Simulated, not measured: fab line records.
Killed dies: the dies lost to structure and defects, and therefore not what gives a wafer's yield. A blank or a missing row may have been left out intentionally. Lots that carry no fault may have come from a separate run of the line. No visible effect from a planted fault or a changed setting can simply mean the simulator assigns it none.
Struck lot and sound lot, side by side + flow ritCmos + 13 steps out of a route of 202
Sound: the wafers L559.1, L559.5, L559.6. Struck: wafers L565.4, L565.5, L565.6. The cause comes at the end.
Each step with rows lists, per side, the tool, then ch with its chambers, then its first start. Under that, the readings that differ: sound wafers + struck wafers + difference of the means + sigmas: that difference in standard deviations of wafers without a fault.
alike: readings whose means differ by less than 2 such deviations, and words and numbers that are the same on both sides. not compared: withheld readings, readings that some wafer has no value for, bounds like >300 that may hide the same value, and numbers for which the record gives no deviation and whose values overlap.
A row with sigmas, a row that says differs or no value, or rows on one side alone: a step with any of these is where the two part. Numbers that don't overlap but have no deviation are shown without sigmas and don't part them. Lack of a reading on every wafer of one side parts them only where that side has two or more wafers.

first, 1 step without rows for these wafers: RIT_SDANNEAL_CLEAN_02 (cleans in SC2, time 600 s).
RIT_SDANNEAL_RTA_03: time 5 s.
  sound on rtpAnneal-02 ch 0, day 5 08:02; struck on rtpAnneal-02 ch 0, day 6 15:48
  alike: annealTempCMax, chamberO2Ppm, wafer_temp_C_max
RIT_SDANNEAL_RS_MEAS_04: measures by four-point-probe.
  sound on filmMetro-02 at day 5 08:05; struck on filmMetro-02 at day 6 15:53
  alike: PSD_RS
RIT_SDANNEAL_RS_MEAS_05: measures by four-point-probe.
  sound on filmMetro-02 at day 5 08:13; struck on filmMetro-02 at day 6 16:01
  alike: NSD_RS
RIT_SDANNEAL_RS_MEAS_06: measures by four-point-probe.
  sound on filmMetro-02 at day 5 08:20; struck on filmMetro-02 at day 6 16:08
  alike: PLDD_RS
RIT_SDANNEAL_RS_MEAS_07: measures by four-point-probe.
  sound on filmMetro-02 at day 5 08:27; struck on filmMetro-02 at day 6 16:15
  alike: NLDD_RS
then, 1 step without rows for these wafers: RIT_SILICIDE_WET_ETCH_00 (etches SiO2 in BOE, target depth 14 nm, time 15 s).
RIT_SILICIDE_SPUTTER_01: material Ti, target thk 30 nm, time 231.8 s.
  sound on pvdSputter-02 at day 5 08:35; struck on pvdSputter-02 at day 6 16:19
  alike: throttleValvePct
RIT_SILICIDE_RS_MEAS_02: measures by four-point-probe.
  sound on filmMetro-03 at day 5 08:44; struck on filmMetro-03 at day 6 16:32
  alike: SILICIDE_TI_RS
RIT_SILICIDE_THK_MEAS_03: measures by xrf.
  sound on filmMetro-03 at day 5 08:51; struck on filmMetro-03 at day 6 16:37
  alike: SILICIDE_TI_THK
RIT_SILICIDE_RTA_04: time 10 s, ramp up 5 s, ramp down 5 s.
  sound on rtpAnneal-01 ch 0, day 5 08:55; struck on rtpAnneal-01 ch 0, day 6 16:41
  alike: annealTempCMax, chamberO2Ppm, wafer_temp_C_max
then, 1 step without rows for these wafers: RIT_SILICIDE_WET_ETCH_05 (etches Ti in SPM, time 120 s).
RIT_SILICIDE_RTA_06: time 10 s, ramp up 5 s, ramp down 10 s.
  sound on rtpAnneal-02 ch 0, day 5 09:01; struck on rtpAnneal-02, day 6 16:47
  no value came back on the struck wafers for annealTempCMax, chamberO2Ppm, wafer_temp_C_max; on the sound wafers annealTempCMax reads 754.1 754.3 754.9

== WHERE THEY PART ==
Only at RIT_SILICIDE_RTA_06, as far as this record shows.

WHY: what the simulator had put in
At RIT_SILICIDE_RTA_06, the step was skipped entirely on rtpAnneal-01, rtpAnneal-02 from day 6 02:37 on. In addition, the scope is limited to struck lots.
